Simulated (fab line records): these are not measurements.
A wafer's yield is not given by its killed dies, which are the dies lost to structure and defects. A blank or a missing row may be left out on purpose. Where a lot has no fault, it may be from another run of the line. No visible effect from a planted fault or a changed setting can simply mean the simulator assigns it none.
The tool behind it: which one? :: flow ritCmos :: 42 wafers sampled from 14 lots at 1 step of a route of 202

WHAT EACH GAUGE READ, for each wafer
Not one reading of a measure or inspect step in the record can be checked against a usual standard deviation.

WHICH TOOL RAN EACH LOT (tool, then ch and the chambers of the sampled wafers, then the start)
lot: L617
RIT_GATE_DEVELOP_15: lithoTrack-04 ch 0, day 2 13:00

lot: L619
RIT_GATE_DEVELOP_15: lithoTrack-02 ch 0, day 3 00:00

lot: L622
RIT_GATE_DEVELOP_15: lithoTrack-03 ch 0, day 3 15:00

lot: L624
RIT_GATE_DEVELOP_15: lithoTrack-03 ch 0, day 4 01:00

lot: L625
RIT_GATE_DEVELOP_15: lithoTrack-04 ch 0, day 4 07:00

lot: L626
RIT_GATE_DEVELOP_15: lithoTrack-03 ch 0, day 4 10:00

lot: L627
RIT_GATE_DEVELOP_15: lithoTrack-03 ch 0, day 4 18:00

lot: L628
RIT_GATE_DEVELOP_15: lithoTrack-04 ch 0, day 4 21:00

lot: L629
RIT_GATE_DEVELOP_15: lithoTrack-04 ch 0, day 5 04:00

lot: L630
RIT_GATE_DEVELOP_15: lithoTrack-04, day 5 08:00

lot: L631
RIT_GATE_DEVELOP_15: lithoTrack-04, day 5 13:00

lot: L632
RIT_GATE_DEVELOP_15: lithoTrack-02 ch 0, day 5 19:00

lot: L638
RIT_GATE_DEVELOP_15: lithoTrack-02 ch 0, day 7 03:00

lot: L640
RIT_GATE_DEVELOP_15: lithoTrack-04 ch 0, day 7 13:00
- RIT_GATE_DEVELOP_15: develop time 50 s.

WHAT THE TOOLS THEMSELVES READ (means of the sampled wafers that have a number; where no wafer has one, the mark that the record gives instead)
RIT_GATE_DEVELOP_15.
lot: L617
tool: lithoTrack-04
chillPlateTempC (C): 22.89

lot: L619
tool: lithoTrack-02
chillPlateTempC (C): 22.97

lot: L622
tool: lithoTrack-03
chillPlateTempC (C): 22.93

lot: L624
tool: lithoTrack-03
chillPlateTempC (C): 22.99

lot: L625
tool: lithoTrack-04
chillPlateTempC (C): 22.96

lot: L626
tool: lithoTrack-03
chillPlateTempC (C): 22.88

lot: L627
tool: lithoTrack-03
chillPlateTempC (C): 23.16

lot: L628
tool: lithoTrack-04
chillPlateTempC (C): 23.08

lot: L629
tool: lithoTrack-04
chillPlateTempC (C): 22.90

lot: L630
tool: lithoTrack-04
chillPlateTempC (C): -

lot: L631
tool: lithoTrack-04
chillPlateTempC (C): -

lot: L632
tool: lithoTrack-02
chillPlateTempC (C): 22.97

lot: L638
tool: lithoTrack-02
chillPlateTempC (C): 23.07

lot: L640
tool: lithoTrack-04
chillPlateTempC (C): 23.02

THE ANSWER, worked out from the rows above alone
Rule: usual is defined by the lots themselves. Put in order of their means at a reading, lots are off if they are a third of the lots or fewer, leave a main group of 4 or more, and stand apart from it by a gap of 3 or more times the standard deviation of the main group's means; of several such gaps the widest counts. Not used: any main group whose means are identical at the precision the tables above print for the reading. Also off: a lot with no number at a reading for which 4 or more lots have one. All remaining lots with rows at the step are treated as sound. The gauges are gone through in route order, then the tools' own readings, and for those a lot's mean is taken as printed above. The first step at which some lot is off is used, and at that step the reading that is off furthest; a lot without a number counts as furthest.
Off: L630, L631, at RIT_GATE_DEVELOP_15 (chillPlateTempC). Without a number there: L630, L631. The main group: mean 22.98 C, standard deviation 0.081.
If a tool, at that step or one of the process steps before it, ran each lot that is off and ran no sound lot following the first of them, it fits. None of those tried fits.

WHAT THE SIMULATOR HAD PUT IN
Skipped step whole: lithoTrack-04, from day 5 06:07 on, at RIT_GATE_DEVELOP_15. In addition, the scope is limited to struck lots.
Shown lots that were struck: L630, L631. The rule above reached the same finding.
